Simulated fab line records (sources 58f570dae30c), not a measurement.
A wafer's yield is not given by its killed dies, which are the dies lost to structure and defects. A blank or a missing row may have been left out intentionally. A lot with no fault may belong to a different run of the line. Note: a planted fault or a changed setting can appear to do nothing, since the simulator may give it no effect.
Check for tools in common ; flow berkeley cmos170 ; 14 lots, 42 wafers sampled

## THE REASON FOR OPENING IT
Of 14 lots, 2 have the reading NWELL_NITRIDE_THK flagged at UCB170_NWELL_THK_MEAS_05. No-fault wafers: 225.2 nm, standard deviation 1.7.
Rule: a lot is flagged in two cases, either no wafer of it has a number, or all its wafers with numbers fall more than 4 standard deviations from that mean. As for the other lots, they are considered sound.

lot;measured;on;NWELL_NITRIDE_THK (nm), wafer by wafer;flag
L826;day 2 06:11;film metro-02;223.3 225.4 224.0;
L827;day 2 07:53;film metro-02;223.6 225.2 224.0;
L828;day 2 13:25;film metro-03;223.8 226.7 222.4;
L830;day 3 04:39;film metro-03;225.5 225.5 226.4;
L831;day 3 04:41;film metro-02;227.2 225.0 228.5;
L833;day 3 15:32;film metro-03;224.1 223.9 224.0;
L834;day 3 22:23;film metro-01;225.0 226.3 226.1;
L836;day 4 09:38;film metro-03;224.9 225.6 225.9;
L837;day 4 16:50;film metro-01;226.0 226.9 225.2;
L838;day 4 23:16;film metro-03;224.8 223.8 224.1;
L840;day 5 08:55;film metro-02;228.1 226.5 226.6;
L842;day 5 14:34;film metro-01;450.2 450.8 451.8;FLAGGED
L845;day 6 07:58;film metro-02;446.1 443.6 450.0;FLAGGED
L848;day 6 19:58;film metro-02;225.3 226.3 225.5;
Flagged lots average 448.8 nm: +223.6 nm relative to the usual, that is +99 or more standard deviations.

## WHICH TOOL RAN EACH LOT
The record holds 1 process step before the reading, out of a route of 331 steps. Each cell gives the tool, then ch followed by the chambers the sampled wafers passed through, then the start.
lot;flag;UCB170_NWELL_CVD_04
L826;;lpcvd-02 ch 1, day 2 04:15
L827;;lpcvd-01 ch 0, day 2 05:56
L828;;lpcvd-02 ch 1, day 2 11:28
L830;;lpcvd-02 ch 1, day 3 02:43
L831;;lpcvd-02 ch 0, day 3 02:43
L833;;lpcvd-02 ch 1, day 3 13:35
L834;;lpcvd-01 ch 0, day 3 20:26
L836;;lpcvd-01 ch 1, day 4 07:41
L837;;lpcvd-01 ch 1, day 4 14:52
L838;;lpcvd-02 ch 0, day 4 21:19
L840;;lpcvd-02 ch 1, day 5 06:59
L842;FLAGGED;lpcvd-01 ch 0, day 5 10:31 and lpcvd-02 ch 0, day 5 12:37
L845;FLAGGED;lpcvd-01 ch 0, day 6 03:00
L848;;lpcvd-02 ch 0, day 6 18:01
What the steps here do:
- UCB170_NWELL_CVD_04: deposits Si3N4 from SiH2Cl2/NH3, target thk 224 nm, time 3360 s.
- UCB170_NWELL_THK_MEAS_05

## FLAGGED OVER TOTAL, TOOL BY TOOL (the gauges that took the reading come last)
step;tool;lots run;flagged;share of the flagged lots;sound lots run after its first flagged lot
UCB170_NWELL_CVD_04;lpcvd-01;6;2;all;0
UCB170_NWELL_CVD_04;lpcvd-02;9;1;some;1 (L848)
UCB170_NWELL_THK_MEAS_05;film metro-01;3;1;some;0
UCB170_NWELL_THK_MEAS_05;film metro-02;6;1;some;1 (L848)
UCB170_NWELL_THK_MEAS_05;film metro-03;5;0;none;-

## WHAT IS ALLOWED BY THE TABLE
All flagged lots share 1 row of the table, namely lpcvd-01 at UCB170_NWELL_CVD_04.
- lpcvd-01 at UCB170_NWELL_CVD_04: 2 of its 6 lots flagged. It ran its last sound lot, L837, at day 4 14:52 and its first flagged lot, L842, at day 5 10:31: a fault with its onset between the two fits.
What remains is a single tool, lpcvd-01 at UCB170_NWELL_CVD_04.

## WHAT WAS PUT IN BY THE SIMULATOR
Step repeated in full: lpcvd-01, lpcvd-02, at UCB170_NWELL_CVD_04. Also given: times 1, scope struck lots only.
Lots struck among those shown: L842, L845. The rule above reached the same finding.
